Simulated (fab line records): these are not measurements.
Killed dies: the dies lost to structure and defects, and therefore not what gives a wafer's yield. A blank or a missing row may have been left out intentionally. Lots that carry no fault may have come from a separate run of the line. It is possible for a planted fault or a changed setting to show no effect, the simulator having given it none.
A struck lot beside a sound one -- flow rit_cmos -- 22 steps out of a route of 202
Sound: the wafers L202.4, L202.5, L202.6. Struck: wafers L200.1, L200.2, L200.4. The cause comes at the end.
Each step with rows lists, per side, the tool, then ch with its chambers, then its first start. Under that, the readings that differ: sound wafers -- struck wafers -- difference of the means -- sigmas: that difference in standard deviations of wafers without a fault.
alike: same words and numbers on both sides, and readings whose means sit less than 2 such deviations apart. not compared: any withheld reading, any reading some wafer has no value for, any bound like >300 that may hide the same value, and any number with overlapping values for which the record gives no deviation.
A row with sigmas, a row that says differs or no value, or rows on one side alone: a step with any of these is where the two part. Numbers that have no deviation but don't overlap get no sigmas and don't part them. Lack of a reading on every wafer of one side parts them only where that side has two or more wafers.

first, 2 steps without rows for these wafers: RIT_NSD_HARDBAKE_07 (time 60 s); RIT_NSD_IMPLANT_08.
RIT_NSD_STRIP_09: strips in O2, time 180 s.
  sound on plasma_asher-01 ch 0,1, day 3 15:46; struck on plasma_asher-02 ch 0,1, day 3 04:02
  alike: drypump_motor_current_A
  not compared: rf_hours_counter_h
RIT_NSD_TW_MEAS_10:
  struck on film_metro-04, day 3 04:13; sound on film_metro-02, day 3 15:54
  alike: NSD_TW
then, 6 steps without rows for these wafers: RIT_PSD_HMDS_00 (prime time 60 s); RIT_PSD_COAT_01 (resist thk 1000 nm); RIT_PSD_SOFTBAKE_02 (time 60 s); RIT_PSD_EXPOSE_03 (exposes mask M10, target cd 40900 nm); RIT_PSD_PEB_04; RIT_PSD_DEVELOP_05 (develop time 50 s).
RIT_PSD_OVL_MEAS_06:
  struck on overlay-02, day 3 05:07; sound on overlay-01, day 3 16:55
  alike: PSD_OVL
then, 1 step without rows for these wafers: RIT_PSD_HARDBAKE_07 (time 60 s).
RIT_PSD_IMPLANT_08:
  sound on implanter-03 ch 0, day 3 17:10; struck on implanter-03 ch 0, day 3 05:37
RIT_PSD_STRIP_09: strips in O2, time 180 s.
  sound on plasma_asher-01 ch 0,1, day 3 17:18; struck on plasma_asher-01 ch 0,1, day 3 05:46
  alike: drypump_motor_current_A
  not compared: rf_hours_counter_h
RIT_PSD_TW_MEAS_10:
  struck on film_metro-02, day 3 05:56; sound on film_metro-03, day 3 17:27
  alike: PSD_TW
then, 3 steps without rows for these wafers: RIT_SDANNEAL_CLEAN_00 (cleans in SC1, time 600 s); RIT_SDANNEAL_CLEAN_01 (cleans in dHF, time 30 s); RIT_SDANNEAL_CLEAN_02 (cleans in SC2, time 600 s).
RIT_SDANNEAL_RTA_03: time 5 s.
  sound on rtp_anneal-02 ch 0, day 3 17:53; struck on rtp_anneal-02 ch 0, day 3 06:22
  alike: wafer_temp_C_max
RIT_SDANNEAL_RS_MEAS_04: measures by four-point-probe.
  struck on film_metro-02, day 3 06:26; sound on film_metro-03, day 3 17:58
reading,sound,struck,difference,sigmas
PSD_RS (ohm/sq),116.07 116.21 115.99,107.37 107.00 107.23,-8.89,-33
RIT_SDANNEAL_RS_MEAS_05: measures by four-point-probe.
  struck on film_metro-02, day 3 06:33; sound on film_metro-03, day 3 18:05
  alike: NSD_RS
RIT_M1_PROBE_99:
  struck on prober-02, day 3 14:21; sound on prober-02, day 4 02:11
  alike: killed_at_contacts, killed_at_front_end, killed_dies, killed_open, killed_short

## WHERE THEY PART
At RIT_SDANNEAL_RS_MEAS_04 and nowhere else, as far as this record goes. Later steps at which nothing parts them and some readings are alike: RIT_SDANNEAL_RS_MEAS_05, RIT_M1_PROBE_99.

WHY: what the simulator had put in
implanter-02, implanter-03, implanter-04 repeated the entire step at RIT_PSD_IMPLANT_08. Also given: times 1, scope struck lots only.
